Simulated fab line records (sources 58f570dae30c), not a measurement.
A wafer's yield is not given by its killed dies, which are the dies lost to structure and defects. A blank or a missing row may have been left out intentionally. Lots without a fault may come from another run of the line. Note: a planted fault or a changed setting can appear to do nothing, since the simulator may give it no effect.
Lot-split experiment || flow berkeleyCmos170 || 14 wafers read across 5 lots, on a route 331 steps long

## ABOUT THE SPLIT
At UCB170_M2_METAL_ETCH_18 (etches Al in Cl2/BCl3, stops on SiO2, target depth 1170 nm, time 195 s), the setting overEtchFrac was moved away from the recipe's 0.3 on 3 of the 14 wafers read, by -11.3% to +13.7%. For the rest of the wafers, this setting stayed at what the recipe calls for.

The reading comes from the split's own step.

## THE READING
KrF_of_M2_COAT_10.thkNm (the simulator's own value, which no gauge read), in nm, at UCB170_M2_METAL_ETCH_18 (etches Al in Cl2/BCl3, stops on SiO2, target depth 1170 nm, time 195 s). No usual value for it is given in the file. Average 210.8 nm, standard deviation 2.5 nm, over the 11 wafers here run with the recipe.

{"wafer": "L075.1", "tool, chamber at the split": "rieMetal-04, 0", "overEtchFrac as run": 0.3, "against the recipe": "recipe", "KrF_of_M2_COAT_10.thkNm, nm": 213.9, "against lot-mates on the recipe": "-"}
{"wafer": "L075.5", "tool, chamber at the split": "rieMetal-04, 1", "overEtchFrac as run": 0.3, "against the recipe": "recipe", "KrF_of_M2_COAT_10.thkNm, nm": 213, "against lot-mates on the recipe": "-"}
{"wafer": "L077.3", "tool, chamber at the split": "rieMetal-01, 0", "overEtchFrac as run": 0.3, "against the recipe": "recipe", "KrF_of_M2_COAT_10.thkNm, nm": 208.3, "against lot-mates on the recipe": "-"}
{"wafer": "L077.5", "tool, chamber at the split": "rieMetal-01, 1", "overEtchFrac as run": 0.266, "against the recipe": "-11.3%", "KrF_of_M2_COAT_10.thkNm, nm": 219.7, "against lot-mates on the recipe": "+11.4"}
{"wafer": "L077.6", "tool, chamber at the split": "rieMetal-01, 0", "overEtchFrac as run": 0.266, "against the recipe": "-11.3%", "KrF_of_M2_COAT_10.thkNm, nm": 219.5, "against lot-mates on the recipe": "+11.2"}
{"wafer": "L081.1", "tool, chamber at the split": "rieMetal-04, 0", "overEtchFrac as run": 0.3, "against the recipe": "recipe", "KrF_of_M2_COAT_10.thkNm, nm": 206.2, "against lot-mates on the recipe": "-"}
{"wafer": "L081.2", "tool, chamber at the split": "rieMetal-04, 1", "overEtchFrac as run": 0.3, "against the recipe": "recipe", "KrF_of_M2_COAT_10.thkNm, nm": 212.8, "against lot-mates on the recipe": "-"}
{"wafer": "L081.3", "tool, chamber at the split": "rieMetal-04, 0", "overEtchFrac as run": 0.3, "against the recipe": "recipe", "KrF_of_M2_COAT_10.thkNm, nm": 210.7, "against lot-mates on the recipe": "-"}
{"wafer": "L083.1", "tool, chamber at the split": "rieMetal-01, 0", "overEtchFrac as run": 0.3, "against the recipe": "recipe", "KrF_of_M2_COAT_10.thkNm, nm": 209.1, "against lot-mates on the recipe": "-"}
{"wafer": "L083.5", "tool, chamber at the split": "rieMetal-01, 1", "overEtchFrac as run": 0.3, "against the recipe": "recipe", "KrF_of_M2_COAT_10.thkNm, nm": 207.6, "against lot-mates on the recipe": "-"}
{"wafer": "L083.6", "tool, chamber at the split": "rieMetal-01, 0", "overEtchFrac as run": 0.3, "against the recipe": "recipe", "KrF_of_M2_COAT_10.thkNm, nm": 210.7, "against lot-mates on the recipe": "-"}
{"wafer": "L085.1", "tool, chamber at the split": "rieMetal-04, 0", "overEtchFrac as run": 0.3, "against the recipe": "recipe", "KrF_of_M2_COAT_10.thkNm, nm": 212.8, "against lot-mates on the recipe": "-"}
{"wafer": "L085.3", "tool, chamber at the split": "rieMetal-04, 1", "overEtchFrac as run": 0.3, "against the recipe": "recipe", "KrF_of_M2_COAT_10.thkNm, nm": 213.3, "against lot-mates on the recipe": "-"}
{"wafer": "L085.5", "tool, chamber at the split": "rieMetal-04, 1", "overEtchFrac as run": 0.3411, "against the recipe": "+13.7%", "KrF_of_M2_COAT_10.thkNm, nm": 197.8, "against lot-mates on the recipe": -15.2}

FIT RESULTS
A straight line over all 14 wafers: KrF_of_M2_COAT_10.thkNm changes by -0.854 nm for each +1% of overEtchFrac; r = -0.90; the points scatter about the line by 2.4 nm.
The same after taking each lot's own level away (the mean of its wafers on the recipe; 14 wafers): -1.05 nm for each +1%; r = -0.97; scatter 1.6 nm.
According to that fit, moving overEtchFrac by its largest amount changes the reading by 14 nm.
The span of the lots' own levels, 208.30 to 213.45 nm, comes to 2.1 times the standard deviation stated above.
Hence the slope depends on the lot-to-lot level, as the two fits are not the same.
Check: for one of the wafers moved furthest among these (+13.7%), held out of the fit, the line's prediction against its lot-mates is -13.7 nm. It came out at -15.2 nm against them.
Tool readings at the split's step, against how far the setting was moved: oesProductAu r = -0.22.

## FURTHER SPLITS ON THESE WAFERS
Note: prior to the reading, these wafers also went through further splits. Each is held against what the fit with the lots' levels taken away leaves over:
{"other split on the same wafers": "UCB170_V1_EXPOSE_09 doseMj", "wafers away from the commonest value": 6, "r with KrF_of_M2_COAT_10.thkNm (lot level and that fit taken away)": "+0.10"}
{"other split on the same wafers": "UCB170_M2_SPUTTER_01 timeS", "wafers away from the commonest value": 0, "r with KrF_of_M2_COAT_10.thkNm (lot level and that fit taken away)": "-"}

## FILE'S OWN FIT
KrF_of_M2_COAT_10.thkNm changes by -1.07 nm for each +1% of overEtchFrac, r = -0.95.
